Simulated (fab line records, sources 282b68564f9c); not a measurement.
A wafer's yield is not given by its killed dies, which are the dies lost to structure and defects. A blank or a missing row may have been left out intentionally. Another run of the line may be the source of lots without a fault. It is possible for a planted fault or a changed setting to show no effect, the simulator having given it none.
Problem report, 8D (eight disciplines) form, completed by code	flow rit_cmos	the parts of the form that need people (team, actions taken, sign-off) are left out

1. THE PROBLEM
Mean of developer_temp_C at RIT_NLDD_DEVELOP_05: 25.36 C across 9 wafers in 3 lots; on wafers with no fault it is 23.01 C (standard deviation 0.11). Measured from the usual mean, that is +21 standard deviations.
The step: develop time 50 s.
Earliest sighting: wafer L987.4 on litho_track-03 at day 6 21:00. The record has a number at this step for 45 wafers belonging to 15 lots. Rule for "out" (also "out of limits"): further than 4 standard deviations from the usual mean. Any other wafer with a number is counted as sound.

2. WHAT THIS IS AND IS NOT
question	is	is not
which readings at this step	developer_temp_C	resist_line_temp_C
which lots	L987, L988, L989	L967, L969, L970, L972, L973, L975, L976, L977, L978, L979, L980, L986
which wafers of those lots	all that have a number	-
read on which tools	litho_track-03	litho_track-01, litho_track-02
when	from day 6 21:00	up to then (36 sound wafers)

3. WHAT RULES OUT EACH SUSPECT
Counting: a tool stays on the suspect list if, at a process step up to the reading, it processed all lots that are out and no sound lot following the first of them.
- litho_track-03 at RIT_NLDD_DEVELOP_05 (develop time 50 s): kept. It ran every lot that is out, first L987 (day 6 21:00), and no sound lot after that; its last sound lot up to then is L980 (day 5 12:00). Out on those wafers are its own readings of developer_temp_C.
The count leaves litho_track-03 at RIT_NLDD_DEVELOP_05.

4. THE CAUSE (what the simulator had put in)
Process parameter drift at RIT_NLDD_DEVELOP_05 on litho_track-03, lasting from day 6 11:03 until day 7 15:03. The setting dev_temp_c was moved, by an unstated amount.
This tool alone remained once counting was done.

5. SEQUENCE OF EFFECTS, ordered by route
Each row: a reading where the mean over the struck wafers with a number is more than 3 standard deviations away from the usual. Only readings for which the record gives a usual standard deviation are gone through. hours: the time from each lot's start at the first step in this table that gives one to its start at this step, as a median over the lots. sigmas: the change in usual standard deviations.
hours	step	reading	usual	on struck wafers	change	sigmas
0	RIT_NLDD_DEVELOP_05	developer_temp_C	23.01 C	25.36	+2.35	+21
It contains these process steps:
- RIT_NLDD_DEVELOP_05: develop time 50 s.
Later measuring or inspecting steps at which every struck wafer that the step has a row for has a number for every such reading, and none has moved that far: RIT_PLDD_OVL_MEAS_06.

6. HOW IT WOULD HAVE BEEN CAUGHT EARLIER
First out-of-limits reading in this record: day 6 21:00, which is 10 hours after fault onset at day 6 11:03.
